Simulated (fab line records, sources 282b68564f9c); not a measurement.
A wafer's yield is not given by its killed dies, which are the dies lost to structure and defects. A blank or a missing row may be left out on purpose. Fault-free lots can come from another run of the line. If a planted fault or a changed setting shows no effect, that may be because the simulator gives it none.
Which tool was responsible?    flow rit-cmos    6 lots, 18 wafers sampled, at 1 step of a route of 202

== WHAT THE GAUGES READ, wafer by wafer ==
RIT_FOX2_THK_MEAS_91.
lot   measured     on             FIELD_OXIDE_LEFT_2_THK (nm)
L267  day 2 19:34  film-metro-01  275 267 275
L271  day 3 14:05  film-metro-03  255 260 258
L274  day 4 09:04  film-metro-03  245 249 248
L277  day 4 23:06  film-metro-04  273 272 276
L284  day 6 10:38  film-metro-03  254 254 246
L287  day 7 00:31  film-metro-03  235 239 238

== WHAT TOOL EACH LOT RAN ON (gives the tool, then ch and the chambers of the sampled wafers, and finally the start) ==
No process step before these readings appears in the record.

== THE ANSWER, worked out from the rows above alone ==
Rule: the usual values come from the lots themselves. The widest of any qualifying gaps counts: lots, ordered by their means at a reading, are off when they make up no more than a third of the lots, leave a main group of 4 or more, and stand apart from it by 3 or more times the standard deviation of that group's means. A main group whose means are all the same, to the digits that the tables above print for the reading, isn't used. A lot without any number at a reading at which 4 lots or more have one is off too. Any other lot the step has rows for is counted as sound.
Across all readings shown, no lot is off: no conclusion can be drawn from this.

== WHAT WAS PUT IN BY THE SIMULATOR ==
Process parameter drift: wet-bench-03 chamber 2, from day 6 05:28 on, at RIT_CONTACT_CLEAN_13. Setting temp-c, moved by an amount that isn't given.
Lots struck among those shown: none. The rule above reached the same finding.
